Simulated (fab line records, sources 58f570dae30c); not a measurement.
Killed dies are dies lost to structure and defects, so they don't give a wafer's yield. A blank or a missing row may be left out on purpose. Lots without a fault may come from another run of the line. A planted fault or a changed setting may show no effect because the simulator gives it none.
A struck lot beside a sound one | flow berkeley_cmos170 | 17 steps out of a route of 331
Sound: wafers L508.3, L508.4, L508.5. Struck: wafer L515.3. (L515.1, L515.5 of the same lot were not struck and are left out.) The cause comes at the end.
At each step with rows: each side's tool, then ch and its chambers, then its first start. Under that, the readings that differ: sound wafers | struck wafers | difference of the means | sigmas: that difference in standard deviations of wafers without a fault.
alike: readings whose means differ by less than 2 such deviations, and words and numbers that are the same on both sides. not compared: withheld readings, readings that some wafer has no value for, bounds like >300 that may hide the same value, and numbers for which the record gives no deviation and whose values overlap.
The two part at a step that has a row with sigmas, a row that says differs or no value, or rows on one side only. Numbers that don't overlap but have no deviation are shown without sigmas and don't part them. A reading that every wafer of one side lacks parts them only if that side has two wafers or more.

first, 1 step without rows for these wafers: UCB170_NWELL_OXIDATION_01 (target thk 26.4 nm, ox time 1260 s).
UCB170_NWELL_THK_MEAS_02:
  sound on film_metro-01, day 2 14:19; struck on film_metro-04, day 4 01:06
  alike: NWELL_OXIDE_THK
then, 2 steps without rows for these wafers: UCB170_NWELL_ANNEAL_03 (time 900 s); UCB170_NWELL_CVD_04 (deposits Si3N4 from SiH2Cl2/NH3, target thk 224 nm, time 3360 s).
UCB170_NWELL_THK_MEAS_05:
  sound on film_metro-02, day 2 20:17; struck on film_metro-04, day 4 10:34
  alike: NWELL_NITRIDE_THK
then, 6 steps without rows for these wafers: UCB170_NWELL_HMDS_06 (prime time 60 s); UCB170_NWELL_COAT_07 (resist thk 900 nm); UCB170_NWELL_SOFTBAKE_08 (time 60 s); UCB170_NWELL_EXPOSE_09 (exposes mask NWELL, target cd 3000 nm); UCB170_NWELL_PEB_10; UCB170_NWELL_DEVELOP_11 (develop time 45 s).
UCB170_NWELL_OVL_MEAS_12:
  sound on overlay-01, day 2 21:23; struck on overlay-02, day 4 11:28
  alike: NWELL_OVL
UCB170_NWELL_ETCH_13: etches Si3N4 in CH3F/Ar/O2, stops on SiO2, target depth 246.4 nm, time 154 s.
  sound on rie_diel-04 ch 1,3, day 2 21:25; struck on rie_diel-02 ch 2, day 4 11:30
  reading                                | sound             | struck | difference | sigmas
  oes_product_au (a.u.)                  | 0.938 0.961 0.936 | 0.840  | -0.105     | -9
  throttle_valve_pct (%)                 | 8.09 7.94 8.08    | 8.24   | +0.20      | +2
  model.KrF_of_NWELL_COAT_07.thk_nm (nm) | 714.9 721.6 714.3 | 760.6  | +43.7      |
  model.etch.depth_nm (nm)               | 223.9 223.5 222.8 | 187    | -36        |
  alike: CH3F_flow_sccm, drypump_motor_current_A
  not compared: rf_hours_counter_h
then, 1 step without rows for these wafers: UCB170_NWELL_IMPLANT_14.
UCB170_NWELL_STRIP_15: strips in O2.
  sound on plasma_asher-02 ch 0,1, day 2 21:41; struck on plasma_asher-02 ch 1, day 4 11:45
  reading                      | sound             | struck | difference | sigmas
  strip_time_to_endpoint_s (s) | 17.84 18.02 17.84 | 18.93  | +1.03      | +12
  alike: drypump_motor_current_A, oes_product_au
  not compared: rf_hours_counter_h
UCB170_NWELL_TW_MEAS_16:
  sound on film_metro-02, day 2 21:47; struck on film_metro-01, day 4 11:51
  alike: NWELL_TW
-- the record jumps here: 7 days lie between the struck wafers' starts before and after (it left off in module NWELL and takes up again in module M3, whose first step shown is number 331 of the route) --
UCB170_M3_PROBE_99:
  sound on prober-01, day 9 00:01; struck on prober-01, day 11 18:21
  reading                                | sound             | struck | difference | sigmas
  model.etest.nwell_pinched.rs_ohm_sq    | 1284 1281 1281    | 1336   | +54        |
  model.etest.nwell.rs_ohm_sq            | 863.1 861.7 861.7 | 888.5  | +26.3      |
  model.etest.nwell.width_nm (nm)        | 2361 2378 2358    | 2350   | -16        |
  model.etest.nwell.line_ohm_um          | 367 361.5 360.3   | 374.3  | +11.4      |
  model.etest.vpnp.gain                  | 11.39 11.38 11.45 | 11.99  | +0.58      |
  model.etest.diode_pplus_comb.cj_ff_um2 | 1.105 1.11 1.108  | 1.095  | -0.013     |

WHERE THEY PART
First at UCB170_NWELL_ETCH_13; last, within this record, at UCB170_NWELL_STRIP_15. Later steps at which nothing parts them and some readings are alike: UCB170_NWELL_TW_MEAS_16.

WHY: what the simulator had put in
Process parameter drift: rie_diel-02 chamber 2, from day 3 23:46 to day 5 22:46, at UCB170_NWELL_ETCH_13. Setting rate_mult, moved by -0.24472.
